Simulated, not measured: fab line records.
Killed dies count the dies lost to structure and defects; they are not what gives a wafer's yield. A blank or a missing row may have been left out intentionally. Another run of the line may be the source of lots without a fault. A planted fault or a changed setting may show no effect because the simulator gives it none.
The tool behind it: which one? | flow rit-cmos | 7 lots, 21 wafers sampled, at 4 steps of a route of 202

## WHAT THE GAUGES READ, wafer by wafer
RIT_PSD_OVL_MEAS_06.
lot  | measured    | on         | PSD_OVL (nm)
L858 | day 3 17:51 | overlay-02 | 0.0 -0.4 -0.5
L861 | day 4 13:10 | overlay-01 | -1.4 -1.4 -0.9
L863 | day 5 01:14 | overlay-01 | -0.7 -0.4 -0.1
L866 | day 5 11:20 | overlay-02 | -2.6 -2.1 -3.5
L868 | day 5 23:10 | overlay-01 | -0.8 -0.5 -1.9
L871 | day 6 13:45 | overlay-02 | 1.0 1.4 0.7
L878 | day 8 10:53 | overlay-01 | -0.2 -1.9 -2.0

## WHICH TOOL RAN EACH LOT (tool, then ch and the chambers of the sampled wafers, then the start)
lot  | RIT_PWELL_STRIP_09                  | RIT_NLDD_IMPLANT_08            | RIT_NSD_STRIP_09
L858 | plasma-asher-02 ch 0,1, day 2 14:59 | implanter-02 ch 0, day 3 11:07 | plasma-asher-01 ch 0,1, day 3 16:35
L861 | plasma-asher-02 ch 0,1, day 3 06:23 | implanter-04 ch 0, day 4 06:20 | plasma-asher-01 ch 1, day 4 11:58
L863 | plasma-asher-02 ch 0,1, day 3 17:38 | implanter-04 ch 0, day 4 18:27 | plasma-asher-03 ch 0,1, day 5 00:04
L866 | plasma-asher-03 ch 1, day 4 06:30   | implanter-02 ch 0, day 5 04:21 | plasma-asher-03 ch 0,1, day 5 10:11
L868 | plasma-asher-03 ch 0,1, day 4 18:38 | implanter-04 ch 0, day 5 15:28 | plasma-asher-04 ch 0,1, day 5 21:57
L871 | plasma-asher-02 ch 0,1, day 5 09:10 | implanter-02 ch 0, day 6 05:01 | plasma-asher-04 ch 0,1, day 6 12:40
L878 | plasma-asher-03 ch 0,1, day 6 20:38 | implanter-02 ch 0, day 8 04:05 | plasma-asher-01 ch 0,1, day 8 09:49
- RIT_PWELL_STRIP_09: strips in O2, time 180 s.
- RIT_NLDD_IMPLANT_08
- RIT_NSD_STRIP_09: strips in O2, time 180 s.

## THE ANSWER, worked out from the rows above alone
Rule: the usual values come from the lots themselves. Put in order of their means at a reading, lots are off if they are a third of the lots or fewer, leave a main group of 4 or more, and stand apart from it by a gap of 3 or more times the standard deviation of the main group's means; of several such gaps the widest counts. A main group is skipped when, at the precision printed for the reading in the tables above, its means are all equal. Also off: a lot with no number at a reading for which 4 or more lots have one. All remaining lots with rows at the step are treated as sound.
None of the lots is off at any reading shown; this tells nothing.

## WHAT THE SIMULATOR HAD PUT IN
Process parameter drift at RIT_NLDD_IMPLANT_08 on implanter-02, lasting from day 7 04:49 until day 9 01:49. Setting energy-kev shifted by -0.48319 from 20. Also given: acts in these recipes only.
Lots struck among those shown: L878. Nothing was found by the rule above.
